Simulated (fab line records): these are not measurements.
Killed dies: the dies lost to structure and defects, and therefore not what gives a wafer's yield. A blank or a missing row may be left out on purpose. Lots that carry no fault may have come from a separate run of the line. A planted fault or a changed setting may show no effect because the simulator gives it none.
The tool behind it: which one? + flow berkeley cmos170 + route of 331 steps, sampled at 1 step: 14 lots, 42 wafers

== WHAT THE GAUGES SHOWED, per wafer ==
The record holds no reading of a measuring or inspecting step that can be judged against a usual standard deviation.

== WHICH TOOL RAN EACH LOT (tool, then ch and the chambers of the sampled wafers, then the start) ==
| lot  | UCB170_SCREENOX_OXIDATION_01  |
|------|-------------------------------|
| L444 | furnace-01 ch 0, day 5 15:26  |
| L447 | furnace-01 ch 0, day 6 22:07  |
| L448 | furnace-01 ch 0, day 6 22:07  |
| L449 | furnace-01 ch 0, day 6 22:07  |
| L450 | furnace-01 ch 0, day 6 22:07  |
| L451 | furnace-02 ch 0, day 7 10:52  |
| L452 | furnace-02 ch 0, day 7 10:52  |
| L459 | furnace-04 ch 0, day 8 22:08  |
| L461 | furnace-04, day 9 13:13       |
| L460 | furnace-01, day 9 20:50       |
| L464 | furnace-04 ch 0, day 10 06:29 |
| L465 | furnace-04 ch 0, day 10 21:11 |
| L466 | furnace-04 ch 0, day 10 21:11 |
| L467 | furnace-04 ch 0, day 10 21:11 |
- UCB170_SCREENOX_OXIDATION_01: target thk 14.4 nm, ox time 2400 s.

== AS READ BY THE TOOLS THEMSELVES (means over the sampled wafers that have a number; for cases with no such wafer, the mark the record gives instead) ==
UCB170_SCREENOX_OXIDATION_01. Usual: ox temp c 900.0 C, standard deviation 0.35; ox temp c max 904.0, standard deviation 0.97; spike tc source C 924.1 C, standard deviation 1.4; tube center temp C 899.99 C, standard deviation 0.077.
| lot  | tool       | ox temp c (C) | ox temp c max | spike tc source C (C) | tube center temp C (C) | flag |
|------|------------|---------------|---------------|-----------------------|------------------------|------|
| L444 | furnace-01 | 899.9         | 904.9         | 924.4                 | 899.92                 |      |
| L447 | furnace-01 | 900.3         | 904.3         | 923.0                 | 900.04                 |      |
| L448 | furnace-01 | 900.4         | 905.1         | 923.7                 | 900.03                 |      |
| L449 | furnace-01 | 900.4         | 904.8         | 923.8                 | 900.03                 |      |
| L450 | furnace-01 | 900.1         | 904.6         | 924.0                 | 899.92                 |      |
| L451 | furnace-02 | 900.2         | 903.4         | 922.5                 | 899.90                 |      |
| L452 | furnace-02 | 899.9         | 903.1         | 923.1                 | 900.08                 |      |
| L459 | furnace-04 | 899.7         | 904.1         | 924.0                 | 900.00                 |      |
| L461 | furnace-04 | -             | -             | -                     | -                      | OFF  |
| L460 | furnace-01 | -             | -             | -                     | -                      | OFF  |
| L464 | furnace-04 | 900.2         | 904.6         | 925.3                 | 900.05                 |      |
| L465 | furnace-04 | 899.9         | 904.0         | 924.8                 | 900.01                 |      |
| L466 | furnace-04 | 899.4         | 903.4         | 925.7                 | 899.96                 |      |
| L467 | furnace-04 | 899.8         | 904.6         | 926.0                 | 900.04                 |      |

== THE ANSWER, worked out from the rows above alone ==
Rule: a lot counts as off when the mean over its wafers that have a number is more than 3 standard deviations away from the usual mean. A lot without any number at a reading at which 4 lots or more have one is off too. All remaining lots with rows at the step are treated as sound. Order of review: gauges by route order, followed by the tools' own readings, for which a lot's mean as printed above is used. The first step at which some lot is off is used, and at that step the reading that is off furthest; a lot without a number counts as furthest.
Off, at UCB170_SCREENOX_OXIDATION_01 on ox temp c: L461, L460. Without a number there: L461, L460.
If a tool, at that step or one of the process steps before it, ran each lot that is off and ran no sound lot following the first of them, it fits. None of those tried fits.

== WHAT HAD BEEN PUT IN BY THE SIMULATOR ==
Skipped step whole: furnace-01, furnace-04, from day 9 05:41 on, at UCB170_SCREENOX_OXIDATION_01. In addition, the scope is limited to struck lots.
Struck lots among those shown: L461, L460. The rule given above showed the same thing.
